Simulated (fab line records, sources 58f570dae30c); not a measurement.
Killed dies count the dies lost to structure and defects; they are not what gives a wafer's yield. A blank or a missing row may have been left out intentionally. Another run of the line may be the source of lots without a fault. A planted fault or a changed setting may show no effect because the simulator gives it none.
A lot that was struck, set against a sound lot :: flow berkeley_cmos170 :: 14 steps out of a route of 331
Sound: these wafers, L708.2, L708.3, L708.5. The struck wafers were L698.1, L698.5, L698.6. The cause is named last.
Per side, at each step with rows, come the tool, then ch with its chambers, and then its first start. Under that, the readings that differ: sound wafers :: struck wafers :: difference of the means :: sigmas: that difference in standard deviations of wafers without a fault.
alike: readings whose means differ by less than 2 such deviations, and words and numbers that are the same on both sides. not compared: withheld readings, readings that some wafer has no value for, bounds like >300 that may hide the same value, and numbers for which the record gives no deviation and whose values overlap.
A row with sigmas, a row that says differs or no value, or rows on one side alone: a step with any of these is where the two part. Numbers that don't overlap but have no deviation are shown without sigmas and don't part them. Lack of a reading on every wafer of one side parts them only where that side has two or more wafers.

first, 4 steps without rows for these wafers: UCB170_WELLDRIVE_WET_ETCH_04 (etches SiO2 in BOE, time 120 s); UCB170_ACTIVE_CLEAN_00 (cleans in SPM, time 600 s); UCB170_ACTIVE_CLEAN_01 (cleans in dHF, time 60 s); UCB170_ACTIVE_OXIDATION_02 (target thk 26.4 nm, ox time 1260 s).
UCB170_ACTIVE_THK_MEAS_03:
  sound on film_metro-03 at day 8 19:35; struck on film_metro-02 at day 6 04:32
reading: ACTIVE_OXIDE_THK (nm)
sound: 25.9 25.8 25.4
struck: 26.9 27.5 27.3
difference: +1.5
sigmas: +3
then, 2 steps without rows for these wafers: UCB170_ACTIVE_ANNEAL_04 (time 900 s); UCB170_ACTIVE_CVD_05 (deposits Si3N4 from SiH2Cl2/NH3, target thk 220 nm, time 3300 s).
UCB170_ACTIVE_THK_MEAS_06:
  sound on film_metro-02 at day 9 03:37; struck on film_metro-04 at day 6 12:19
  alike: ACTIVE_NITRIDE_THK
then, 4 steps without rows for these wafers: UCB170_ACTIVE_HMDS_07 (prime time 60 s); UCB170_ACTIVE_COAT_08 (resist thk 900 nm); UCB170_ACTIVE_SOFTBAKE_09 (time 58.8 s); UCB170_ACTIVE_EXPOSE_10 (exposes mask ACTIVE, target cd 1200 nm).
UCB170_ACTIVE_PEB_11:
  sound on litho_track-02 ch 0, day 9 04:41; struck on litho_track-02, day 6 13:28
  no value came back on the struck wafers for chill_plate_temp_C (C), exhaust_pa (Pa), heater_power_total_W (W); on the sound wafers chill_plate_temp_C (C) reads 22.87 22.97 22.90
then, 1 step without rows for these wafers: UCB170_ACTIVE_DEVELOP_12 (develop time 45 s).

## WHERE THEY PART
Last at UCB170_ACTIVE_PEB_11 as far as this record goes, first at UCB170_ACTIVE_THK_MEAS_03.

WHY: whatever the simulator had introduced
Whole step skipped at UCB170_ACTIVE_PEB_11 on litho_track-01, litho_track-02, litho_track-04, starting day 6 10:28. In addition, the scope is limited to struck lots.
